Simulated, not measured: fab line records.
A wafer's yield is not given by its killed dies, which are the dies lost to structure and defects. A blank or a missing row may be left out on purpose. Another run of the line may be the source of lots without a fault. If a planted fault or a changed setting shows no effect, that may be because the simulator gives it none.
Which tool is to blame? + flow berkeley-cmos170 + 42 wafers from 14 lots sampled at 4 of the route's 331 steps

## WHAT EACH GAUGE READ, for each wafer
UCB170_PWELL_THK_MEAS_03.
| lot  | measured    | on            | PWELL_OXIDE_THK (nm) |
|------|-------------|---------------|----------------------|
| L438 | day 3 08:10 | film-metro-04 | 25.9 26.4 26.1       |
| L439 | day 3 19:32 | film-metro-03 | 26.0 26.1 26.0       |
| L440 | day 4 00:56 | film-metro-01 | 26.2 26.3 26.5       |
| L441 | day 4 04:06 | film-metro-01 | 27.5 27.1 27.5       |
| L442 | day 4 12:29 | film-metro-03 | 27.7 27.3 27.4       |
| L444 | day 4 15:04 | film-metro-04 | 26.7 26.9 26.9       |
| L445 | day 4 19:25 | film-metro-03 | 26.7 26.5 27.1       |
| L446 | day 4 19:26 | film-metro-01 | 26.4 26.2 26.8       |
| L447 | day 5 01:45 | film-metro-04 | 25.8 25.8 26.2       |
| L454 | day 6 15:16 | film-metro-01 | 25.9 25.8 26.3       |
| L456 | day 7 07:31 | film-metro-03 | 26.3 26.8 26.4       |
| L457 | day 7 07:33 | film-metro-01 | 26.6 26.4 26.5       |
| L458 | day 7 14:12 | film-metro-03 | 26.6 26.0 26.1       |
| L459 | day 7 21:13 | film-metro-04 | 26.5 26.3 26.6       |

UCB170_SDANNEAL_RS_MEAS_04: a four-point-probe measurement.
| lot  | measured     | on            | PLDD_RS (ohm/sq) |
|------|--------------|---------------|------------------|
| L438 | day 8 05:49  | film-metro-01 | 1034 1035 1036   |
| L439 | day 8 15:26  | film-metro-02 | 1033 1035 1034   |
| L440 | day 8 15:47  | film-metro-01 | 1035 1036 1037   |
| L441 | day 8 22:28  | film-metro-01 | 1030 1037 1033   |
| L442 | day 9 12:05  | film-metro-01 | 1029 1028 1028   |
| L444 | day 9 12:34  | film-metro-02 | 1029 1028 1026   |
| L445 | day 9 11:58  | film-metro-04 | 1029 1028 1026   |
| L446 | day 9 11:40  | film-metro-02 | 1029 1031 1030   |
| L447 | day 10 02:11 | film-metro-02 | 1030 1036 1031   |
| L454 | day 11 12:42 | film-metro-01 | 1030 1026 1028   |
| L456 | day 12 12:56 | film-metro-04 | 1033 1034 1036   |
| L457 | day 13 02:20 | film-metro-01 | 1031 1031 1033   |
| L458 | day 13 01:34 | film-metro-01 | 1032 1031 1032   |
| L459 | day 13 01:54 | film-metro-02 | 1037 1036 1041   |

## TOOL THAT RAN EACH LOT (tool first, then ch and the chambers of the sampled wafers, then the start)
| lot  | UCB170_NVT_STRIP_08                  | UCB170_GATE_ETCH_15              |
|------|--------------------------------------|----------------------------------|
| L438 | plasma-asher-02 ch 0,1, day 6 15:17  | rie-si-02 ch 0,3, day 7 12:03    |
| L439 | plasma-asher-02 ch 0,1, day 7 01:14  | rie-si-01 ch 1,3, day 7 22:19    |
| L440 | plasma-asher-04 ch 0,1, day 7 01:29  | rie-si-02 ch 0,3, day 7 22:40    |
| L441 | plasma-asher-03 ch 0,1, day 7 11:34  | rie-si-02 ch 0,1,2, day 8 04:28  |
| L442 | plasma-asher-03 ch 0,1, day 7 19:33  | rie-si-01 ch 0,1, day 8 13:08    |
| L444 | plasma-asher-04 ch 0,1, day 7 19:17  | rie-si-02 ch 1,2,3, day 8 13:23  |
| L445 | plasma-asher-02 ch 0,1, day 7 19:00  | rie-si-02 ch 0,1,3, day 8 12:54  |
| L446 | plasma-asher-03 ch 0,1, day 7 19:04  | rie-si-01 ch 1,2, day 8 12:16    |
| L447 | plasma-asher-02 ch 1, day 8 08:45    | rie-si-01 ch 0,3, day 9 06:44    |
| L454 | plasma-asher-02 ch 0,1, day 10 03:20 | rie-si-02 ch 0,1, day 10 19:29   |
| L456 | plasma-asher-03 ch 0,1, day 11 04:05 | rie-si-02 ch 0,2,3, day 11 19:32 |
| L457 | plasma-asher-03 ch 0,1, day 11 12:43 | rie-si-02 ch 0,2,3, day 12 06:16 |
| L458 | plasma-asher-04 ch 0,1, day 11 12:31 | rie-si-01 ch 0,3, day 12 06:09   |
| L459 | plasma-asher-04 ch 0,1, day 11 11:46 | rie-si-01 ch 1,2,3, day 12 05:40 |
- UCB170_NVT_STRIP_08: strips in O2.
- UCB170_GATE_ETCH_15: etches poly-Si in HBr/Cl2, stops on SiO2, time 56.3 s, target depth 278.2 nm.

## AS READ BY THE TOOLS THEMSELVES (means over the sampled wafers that have a number; for cases with no such wafer, the mark the record gives instead)
UCB170_NVT_STRIP_08.
| lot  | tool            | drypump-motor-current-A (A) | o2-flow-sccm (sccm) | oes-product-au (a.u.) | strip-time-to-endpoint-s (s) |
|------|-----------------|-----------------------------|---------------------|-----------------------|------------------------------|
| L438 | plasma-asher-02 | 5.9                         | 400.3               | 0.736                 | 21.64                        |
| L439 | plasma-asher-02 | 5.9                         | 398.8               | 0.735                 | 21.72                        |
| L440 | plasma-asher-04 | 5.5                         | 400.9               | 0.731                 | 21.75                        |
| L441 | plasma-asher-03 | 5.3                         | 399.3               | 0.731                 | 21.80                        |
| L442 | plasma-asher-03 | 5.3                         | 401.0               | 0.738                 | 21.67                        |
| L444 | plasma-asher-04 | 5.5                         | 400.7               | 0.738                 | 21.62                        |
| L445 | plasma-asher-02 | 6.2                         | 399.1               | 0.736                 | 21.65                        |
| L446 | plasma-asher-03 | 5.2                         | 399.9               | 0.734                 | 21.73                        |
| L447 | plasma-asher-02 | 5.6                         | 399.6               | 0.735                 | 21.70                        |
| L454 | plasma-asher-02 | 6.2                         | 399.5               | 0.733                 | 21.65                        |
| L456 | plasma-asher-03 | 5.8                         | 399.6               | 0.733                 | 21.64                        |
| L457 | plasma-asher-03 | 5.3                         | 400.4               | 0.735                 | 21.63                        |
| L458 | plasma-asher-04 | 6.1                         | 400.8               | 0.734                 | 21.79                        |
| L459 | plasma-asher-04 | 5.5                         | 399.5               | 0.733                 | 21.67                        |

UCB170_GATE_ETCH_15.
| lot  | tool      | drypump-motor-current-A (A) | oes-product-au (a.u.) | throttle-valve-pct (%) |
|------|-----------|-----------------------------|-----------------------|------------------------|
| L438 | rie-si-02 | 5.9                         | 0.829                 | 26.22                  |
| L439 | rie-si-01 | 5.6                         | 0.829                 | 26.38                  |
| L440 | rie-si-02 | 5.9                         | 0.830                 | 26.23                  |
| L441 | rie-si-02 | 5.4                         | 0.834                 | 26.37                  |
| L442 | rie-si-01 | 5.8                         | 0.964                 | 26.14                  |
| L444 | rie-si-02 | 5.9                         | 0.822                 | 26.42                  |
| L445 | rie-si-02 | 5.7                         | 0.831                 | 26.28                  |
| L446 | rie-si-01 | 6.0                         | 0.835                 | 26.31                  |
| L447 | rie-si-01 | 5.9                         | 0.962                 | 26.35                  |
| L454 | rie-si-02 | 5.6                         | 0.842                 | 26.33                  |
| L456 | rie-si-02 | 5.6                         | 0.836                 | 26.31                  |
| L457 | rie-si-02 | 5.6                         | 0.829                 | 26.30                  |
| L458 | rie-si-01 | 6.0                         | 0.832                 | 26.21                  |
| L459 | rie-si-01 | 5.9                         | 0.828                 | 26.37                  |

## THE ANSWER, worked out from the rows above alone
Rule: the lots themselves supply what counts as usual. Put in order of their means at a reading, lots are off if they are a third of the lots or fewer, leave a main group of 4 or more, and stand apart from it by a gap of 3 or more times the standard deviation of the main group's means; of several such gaps the widest counts. Not used: any main group whose means are identical at the precision the tables above print for the reading. A lot without any number at a reading at which 4 lots or more have one is off too. All remaining lots with rows at the step are treated as sound. After the gauges, taken in route order, come the tools' own readings; for these a lot's mean is taken, as printed above. The first step at which some lot is off is used, and at that step the reading that is off furthest; a lot without a number counts as furthest.
Off: L442, L447, at UCB170_GATE_ETCH_15 (oes-product-au). The main group: mean 0.831 a.u., standard deviation 0.0048.
If a tool, at that step or one of the process steps before it, ran each lot that is off and ran no sound lot following the first of them, it fits. Not one of the candidates tried fits.

## WHAT THE SIMULATOR PUT IN
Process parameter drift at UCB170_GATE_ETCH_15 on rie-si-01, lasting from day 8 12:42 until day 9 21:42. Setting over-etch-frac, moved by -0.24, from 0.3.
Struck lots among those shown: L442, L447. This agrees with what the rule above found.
